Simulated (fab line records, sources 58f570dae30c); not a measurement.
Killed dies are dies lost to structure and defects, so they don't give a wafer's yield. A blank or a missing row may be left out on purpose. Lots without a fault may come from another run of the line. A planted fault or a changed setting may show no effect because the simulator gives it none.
Problem report in the 8D (eight disciplines) form, filled by code | flow berkeley_cmos170 | the parts of the form that need people (team, actions taken, sign-off) are left out

1. THE PROBLEM
V2_TEOS_THK at UCB170_V2_THK_MEAS_01 reads a mean of 2277 nm on 2 wafers of 2 lots; wafers without a fault read 1981 nm with a standard deviation of 33. That is +9.0 standard deviations from the usual mean.
First seen on wafer L589.4, day 11 00:58, on film_metro-04. The record holds 42 wafers of 14 lots with a number at this step. Rule for "out", or "out of limits": more than 4 standard deviations from the usual mean. The other wafers with a number count as sound.

2. WHAT IT IS AND WHAT IT IS NOT
question                    | is                | is not
which readings at this step | V2_TEOS_THK       | -
which lots                  | L589, L590        | L576, L577, L578, L579, L580, L583, L587, L591, L593, L595, L596, L598
which wafers of those lots  | L589.4, L590.5    | L589.5, L589.6, L590.1, L590.2
read on which gauges        | film_metro-04     | film_metro-01, film_metro-03
when                        | from day 11 00:58 | up to then (23 sound wafers); but 17 sound wafers of L590, L591, L593, L595, L596, L598 came after

3. SUSPECTS, AND WHAT RULES EACH OUT
Counting: a tool at a process step up to the reading stays a suspect if it ran every lot that is out. Sound lots after the first of them don't rule it out here, since some wafers of a struck lot are sound.
- the gauge at UCB170_V2_THK_MEAS_01: ruled out. All the wafers that are out were read on film_metro-04, but those of them that UCB170_V2_CVD_00 has rows for are out there too, on other tools.
- rie_diel-03 at UCB170_CONTACT_ETCH_17 (etches BARC in N2/H2): kept. It ran every lot that is out, first L589 (day 10 09:37); its last sound lot up to then is L583 (day 9 04:38).
- pecvd-01 at UCB170_V2_CVD_00 (deposits SiO2 from TEOS/O2, target thk 2000 nm, time 250 s): kept. It ran every lot that is out, first L589 (day 11 00:51); its last sound lot up to then is L583 (day 9 23:04). Its own readings are out on those wafers: run_length_s.
- Within rie_diel-03 at UCB170_CONTACT_ETCH_17: the wafers that are out ran in chamber 1; their sound lot-mates ran in chambers 0, 2, 3.
- Within pecvd-01 at UCB170_V2_CVD_00: the wafers that are out ran in chamber 0; their sound lot-mates ran in chambers 1, 2.
Left after counting: rie_diel-03 at UCB170_CONTACT_ETCH_17, pecvd-01 at UCB170_V2_CVD_00.

4. THE CAUSE (what the simulator had put in)
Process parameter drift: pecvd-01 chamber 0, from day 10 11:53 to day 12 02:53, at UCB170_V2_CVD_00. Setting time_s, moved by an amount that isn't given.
Counting left 2 suspects, and this tool is among them.

5. THE CHAIN OF EFFECTS, in route order
Each row: a reading whose mean over the struck wafers that have a number lies more than 3 standard deviations from the usual. Only readings for which the record gives a usual standard deviation are gone through. hours: the time from each lot's start at the first step in this table that gives one to its start at this step, as a median over the lots. sigmas: the change in usual standard deviations.
hours | step                  | reading      | usual   | on struck wafers | change | sigmas
0     | UCB170_V2_CVD_00      | run_length_s | 277.8 s | 307.5            | +29.7  | +49
0     | UCB170_V2_THK_MEAS_01 | V2_TEOS_THK  | 1981 nm | 2277             | +296   | +9.0
The process steps in it:
- UCB170_V2_CVD_00: deposits SiO2 from TEOS/O2, target thk 2000 nm, time 250 s.
Later measuring or inspecting steps at which every struck wafer that the step has a row for has a number for every such reading, and none has moved that far: UCB170_V2_OVL_MEAS_13.

6. WHAT WOULD HAVE CAUGHT IT SOONER
In this record the first reading out of limits at a measuring or inspecting step was taken at day 11 00:58, 13 hours after the fault began at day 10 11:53.
The tool's own readings at UCB170_V2_CVD_00 were out on every struck wafer that the step has a row for (run_length_s): an alarm limit on them would have fired on the first of those.
Of the lots that are out (2), L590 began UCB170_V2_CVD_00 on pecvd-01 after day 11 00:58. A hold on the tool at that time would have spared it.
